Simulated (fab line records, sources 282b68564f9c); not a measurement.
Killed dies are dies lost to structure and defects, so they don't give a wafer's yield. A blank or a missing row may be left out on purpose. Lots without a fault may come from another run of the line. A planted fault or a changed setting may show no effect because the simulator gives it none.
fab line records | flow rit_cmos
record lots=15 wafers=45 last_day=7
route steps=202 shown M1@190
lots that met no fault: from a run of the same line without faults
start_h: hours from the record's first day to the start of the lot's first wafer shown | wait_h: hours since the lot's step before | " the same as in the row above | L1.1+2: a row that stands for several wafers | - no value, or no start given | * or withheld: withheld | < > ~ a bound
route shown NAME@n: a module of which the file shows steps, and the number in the route of the first | usual: mean/standard deviation of fault-free wafers | same: alike in all rows | chamber/n: place in a boat | sites: the reading at each site | _std_site: their standard deviation | _edge_site: outer sites' mean less inner sites' | radius_mm: how far each site lies from the wafer's centre | mask NAME#n: copy n | behind: the tool/chamber that last shaped the wafer | hold: why the lot was held/for how many hours/how that ended | device: the transistor (n, p or np) that didn't switch | end of line: the same wafers' tests at the end of the route | a step without rows: its recipe alone | killed: dies lost to structure and defects at the first sort, not the wafer's yield | map: a wafer's dies, x killed, . not, _ none there
set.NAME: the setting as run; set.NAME@STEP: as run at that earlier step | model.NAME: the simulator's own value behind a step, which no gauge read
steps of the route over a sample of lots; a table a step, a row a wafer
services: from which hour (start_h, from the record's first day; less than 0 if before it) a tool's chamber was out of use, for how many hours, and why
## steps
# step RIT_M1_EXPOSE_06
# recipe mask_id=M12 na=0.6 source_shape=conventional sigma_outer=0.5 target_cd_nm=2600 dose_mj=250
# usual focus_offset_nm=-0.1/0.58
# columns lot.wafer tool chamber start_h wait_h mask focus_offset_nm
L624.1 iline_stepper-02 0 59.60 0.1 M12#0 0.1
L624.3 " 0 " " M12#0 -0.4
L624.6 " 0 " " M12#0 1.0
L626.1 iline_stepper-01 0 69.43 0.2 M12#0 -1.1
L626.5 " 0 " " M12#0 -1.3
L626.6 " 0 " " M12#0 -0.7
L627.1 iline_stepper-01 0 73.48 0.1 M12#0 -1.1
L627.3 " 0 " " M12#0 -0.6
L627.4 " 0 " " M12#0 -0.4
L628.2 iline_stepper-02 0 78.45 0.2 M12#0 0.9
L628.3 " 0 " " M12#0 0.0
L628.4 " 0 " " M12#0 0.8
L629.2 iline_stepper-02 0 83.91 0.1 M12#0 0.1
L629.4 " 0 " " M12#0 0.1
L629.5 " 0 " " M12#0 -0.4
L630.1 iline_stepper-01 0 88.69 0.2 M12#0 0.1
L630.2 " 0 " " M12#0 0.6
L630.3 " 0 " " M12#0 -0.3
L631.1 iline_stepper-02 0 94.36 0.2 M12#0 0.6
L631.2 " 0 " " M12#0 0.0
L631.3 " 0 " " M12#0 0.0
L632.3 iline_stepper-01 0 98.65 0.2 M12#0 -0.8
L632.4 " 0 " " M12#0 -0.7
L632.5 " 0 " " M12#0 0.3
L633.1 iline_stepper-01 0 103.92 0.1 M12#0 0.1
L633.4 " 0 " " M12#0 0.6
L633.5 " 0 " " M12#0 0.6
L634.2 iline_stepper-01 0 108.48 0.1 M12#0 -0.8
L634.3 " 0 " " M12#0 0.6
L634.4 " 0 " " M12#0 -0.4
L635.4 iline_stepper-02 0 115.09 0.2 M12#0 0.1
L635.5 " 0 " " M12#0 0.7
L635.6 " 0 " " M12#0 1.0
L639.2 iline_stepper-01 0 133.24 0.1 M12#0 0.1
L639.3 " 0 " " M12#0 -0.6
L639.4 " 0 " " M12#0 -0.1
L640.1 iline_stepper-02 0 139.89 0.2 M12#0 -0.8
L640.4 " 0 " " M12#0 -0.6
L640.5 " 0 " " M12#0 -0.7
L642.1 iline_stepper-02 0 148.52 0.2 M12#0 -0.1
L642.2 " 0 " " M12#0 0.3
L642.4 " 0 " " M12#0 0.2
L644.1 iline_stepper-02 0 159.18 0.2 M12#0 -0.8
L644.3 " 0 " " M12#0 -0.8
L644.6 " 0 " " M12#0 -1.2
# step RIT_M1_OVL_MEAS_10
# usual M1_OVL=0.7/1.5
# columns lot.wafer tool chamber start_h wait_h hold M1_OVL[nm]
L624.1 overlay-02 - 60.15 0.1 - 3.1
L624.3 " - " " - 3.6
L624.6 " - " " - 1.9
L626.1 overlay-01 - 69.98 0.1 - -1.0
L626.5 " - " " - 1.3
L626.6 " - " " - 0.8
L627.1 overlay-01 - 74.03 0.1 - -1.2
L627.3 " - " " - -2.0
L627.4 " - " " - -0.8
L628.2 overlay-01 - 78.99 0.1 - 0.8
L628.3 " - " " - 0.8
L628.4 " - " " - 1.8
L629.2 overlay-01 - 84.44 0.1 - 0.3
L629.4 " - " " - 1.6
L629.5 " - " " - 1.2
L630.1 overlay-01 - 89.24 0.1 - -2.2
L630.2 " - " " - -2.2
L630.3 " - " " - -2.0
L631.1 overlay-02 - 94.91 0.1 - 0.4
L631.2 " - " " - 1.0
L631.3 " - " " - 1.7
L632.3 overlay-02 - 99.17 0.1 - 1.7
L632.4 " - " " - 2.8
L632.5 " - " " - 3.9
L633.1 overlay-01 - 104.47 0.1 - -0.4
L633.4 " - " " - 0.9
L633.5 " - " " - 1.3
L634.2 overlay-01 - 109.01 0.1 - 1.8
L634.3 " - " " - 0.0
L634.4 " - " " - 0.8
L635.4 overlay-02 - 115.59 0.1 - 0.7
L635.5 " - " " - 1.2
L635.6 " - " " - 1.0
L639.2 overlay-01 - 133.77 0.1 - 3.6
L639.3 " - " " - 1.7
L639.4 " - " " - 1.1
L640.1 overlay-01 - 140.44 0.1 await_dispo/0.2h/release 241.8
L640.4 " - " " await_dispo/0.2h/release 242.6
L640.5 " - " " await_dispo/0.2h/release 239.2
L640.1 overlay-01 - 140.64 0.2 - 240.2
L640.4 " - " " - 241.4
L640.5 " - " " - 238.2
L642.1 overlay-02 - 149.07 0.1 await_dispo/0.2h/release 242.1
L642.2 " - " " await_dispo/0.2h/release 241.0
L642.4 " - " " await_dispo/0.2h/release 240.6
L642.1 overlay-02 - 149.27 0.2 - 240.3
L642.2 " - " " - 240.0
L642.4 " - " " - 238.2
L644.1 overlay-01 - 159.73 0.1 await_dispo/0.2h/release 240.3
L644.3 " - " " await_dispo/0.2h/release 241.5
L644.6 " - " " await_dispo/0.2h/release 241.9
L644.1 overlay-01 - 159.93 0.2 - 238.6
L644.3 " - " " - 239.5
L644.6 " - " " - 240.8
# step RIT_M1_PROBE_99
# usual defect_limited_yield=97.1/1.1 killed_at_contacts=0.1/0.26 killed_at_front_end=7.5/2.8 killed_dies=7.6/2.8 killed_open=3.9/2.1 killed_short=3.7/1.7 sort_bin_3_pad_short=0.1/0.2 sort_bin_5_function=1.7/0.85 sort_bin_6_memory=1.1/0.71 sort_n_pass=256.4/2.8 sort_yield_pct=97.1/1.1
# same gross_dies=264 killed_at_M0_to_M3=0 killed_at_M4_up=0 killed_at_back_side=0 killed_at_other=0
# columns lot.wafer tool chamber start_h wait_h defect_limited_yield[%] killed_at_contacts killed_at_front_end killed_dies killed_open killed_short sort_bin_3_pad_short[%] sort_bin_5_function[%] sort_bin_6_memory[%] sort_n_pass sort_yield_pct[%]
L627.1 prober-01 - 76.58 0.1 96.6 1 8 9 4 5 0.4 1.5 1.5 255.0 96.6
L627.3 prober-01 - 76.68 0.2 98.1 1 4 5 2 3 0 1.9 0 259.0 98.1
L627.4 prober-01 - 76.73 0.2 97.7 0 6 6 2 4 0 1.5 0.8 258.0 97.7
L632.3 prober-02 - 101.81 0.2 96.6 0 9 9 5 4 0 3.0 0.4 255.0 96.6
L632.4 prober-02 - 101.86 0.2 95.8 0 11 11 5 6 0 2.7 1.5 253.0 95.8
L632.5 prober-02 - 101.91 0.2 96.2 0 10 10 4 6 0.4 3.0 0.4 254.0 96.2
# killed by level:class
L627.1 GATE:geometric_particle:short=3 SPACER:geometric_particle:open=2 SILICIDE:geometric_particle:short=2 FOX2:geometric_particle:open=1 CONTACT:geometric_particle:open=1
L627.3 GATE:geometric_particle:short=3 FOX1:geometric_particle:open=1 CONTACT:geometric_particle:open=1
L627.4 SPACER:geometric_particle:short=3 GATE:geometric_particle:open=1 SILICIDE:geometric_particle:short=1 SILICIDE:geometric_particle:open=1
L632.3 GATE:geometric_particle:open=3 REOX:geometric_particle:short=2 REOX:geometric_particle:open=1 SPACER:geometric_particle:short=1 SPACER:geometric_particle:open=1 SILICIDE:geometric_particle:short=1
L632.4 GATE:geometric_particle:open=3 GATE:geometric_particle:short=3 SPACER:geometric_particle:short=2 FOX1:geometric_particle:short=1 FOX2:geometric_particle:open=1 REOX:geometric_particle:open=1
L632.5 GATE:geometric_particle:open=3 SILICIDE:geometric_particle:short=3 GATE:geometric_particle:short=1 REOX:geometric_particle:short=1 REOX:geometric_particle:open=1 SPACER:geometric_particle:short=1
## services
# columns tool chamber start_h hours kind
iline_stepper-02 - 121.21 1.4 repair
## key
first_sign step=RIT_M1_OVL_MEAS_10 reading=visit direction=added
effect step=RIT_M1_OVL_MEAS_10 reading=M1_OVL direction=up sigmas=99+ usual=0.7 struck=241.2
met_at RIT_M1_EXPOSE_06
struck_lots L640,L642,L644
scrapped_behind RIT_M1_OVL_MEAS_10 L640.1,L640.4,L640.5,L642.1,L642.2,L642.4,L644.1,L644.3,L644.6
onset_between 115.09 139.89
also_fits time
fault kind=scanner_matching_overlay tool=iline_stepper-02 chamber=- onset_h=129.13 steps=RIT_M1_EXPOSE_06 offset=240
